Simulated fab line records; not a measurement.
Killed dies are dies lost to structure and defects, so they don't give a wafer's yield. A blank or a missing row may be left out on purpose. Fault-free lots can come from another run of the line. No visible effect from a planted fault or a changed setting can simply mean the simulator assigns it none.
Lot-split experiment ; flow berkeley cmos170 ; 23 wafers read across 5 lots, on a route 331 steps long

## THE SPLIT ITSELF
At UCB170_NWELL_CVD_04 (deposits Si3N4 from SiH2Cl2/NH3, target thk 224 nm, time 3360 s), the setting temp c was moved away from the recipe's 800 C on 10 of the 23 wafers read, by -2.7% to -1.7%. All remaining wafers had this setting at the recipe value.

## FROM THE SPLIT TO THE READING: what the file shows between them, 4 steps
- UCB170_NWELL_THK_MEAS_05
- UCB170_NWELL_HMDS_06: prime time 60 s
- UCB170_NWELL_COAT_07: resist thk 900 nm
- UCB170_NWELL_DEVELOP_11: develop time 45 s

## THE READING
oes product au, in a.u., at UCB170_NWELL_ETCH_13 (etches Si3N4 in CH3F/Ar/O2, stops on SiO2, target depth 246.4 nm, time 154 s). Typical for fault-free wafers on this fab line: 0.938 a.u., with standard deviation 0.016 a.u.

wafer;tool, chamber at the split;temp c as run, C;against the recipe;oes product au, a.u.;against lot-mates on the recipe
L075.3;lpcvd-02, 1;800;recipe;0.916;-
L075.4;lpcvd-02, 1;800;recipe;0.962;-
L075.6;lpcvd-02, 1;800;recipe;0.925;-
L076.2;-, -;800;recipe;0.938;-
L076.3;-, -;800;recipe;0.933;-
L076.4;-, -;800;recipe;0.932;-
L076.5;-, -;800;recipe;0.949;-
L076.6;-, -;800;recipe;0.938;-
L078.1;-, -;800;recipe;0.940;-
L078.2;-, -;800;recipe;0.935;-
L078.3;-, -;800;recipe;0.961;-
L078.4;-, -;800;recipe;0.942;-
L078.6;-, -;800;recipe;0.943;-
L080.1;-, -;786.1;-1.7%;0.793;no lot-mate on the recipe
L080.2;-, -;786.1;-1.7%;0.820;no lot-mate on the recipe
L080.4;-, -;786.1;-1.7%;0.811;no lot-mate on the recipe
L080.5;-, -;786.1;-1.7%;0.810;no lot-mate on the recipe
L080.6;-, -;786.1;-1.7%;0.820;no lot-mate on the recipe
L083.1;-, -;778.5;-2.7%;0.718;no lot-mate on the recipe
L083.2;-, -;778.5;-2.7%;0.739;no lot-mate on the recipe
L083.4;-, -;778.5;-2.7%;0.754;no lot-mate on the recipe
L083.5;-, -;778.5;-2.7%;0.746;no lot-mate on the recipe
L083.6;-, -;778.5;-2.7%;0.749;no lot-mate on the recipe

FIT RESULTS
A straight line over all 23 wafers: oes product au changes by +0.0739 a.u. for each +1% of temp c; r = +0.99; the points scatter about the line by 0.012 a.u.
Too few moved wafers with a lot-mate on the recipe to fit a line net of each lot's own level.

## THE WHOLE CHAIN: every reading that the file lists as answering this split, in the file's order
step;what it does;reading;change (the file's fit);r (the file's)
UCB170_NWELL_CVD_04;deposits Si3N4 from SiH2Cl2/NH3, target thk 224 nm, time 3360 s;Si3N4_of_NWELL_CVD_04.thk nm (the simulator's own value, which no gauge read);+27.4 nm for each +1% of the setting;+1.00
UCB170_NWELL_THK_MEAS_05;;NWELL_NITRIDE_THK;+27.4 for each +1% of the setting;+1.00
UCB170_NWELL_ETCH_13;etches Si3N4 in CH3F/Ar/O2, stops on SiO2, target depth 246.4 nm, time 154 s;oes product au;+0.0739 a.u. for each +1% of the setting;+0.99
UCB170_NWELL_ETCH_13;etches Si3N4 in CH3F/Ar/O2, stops on SiO2, target depth 246.4 nm, time 154 s;etch.depth nm (the simulator's own value, which no gauge read);+27 nm for each +1% of the setting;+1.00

## THE FILE'S OWN FIT
oes product au changes by +0.0739 a.u. for each +1% of temp c, r = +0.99.
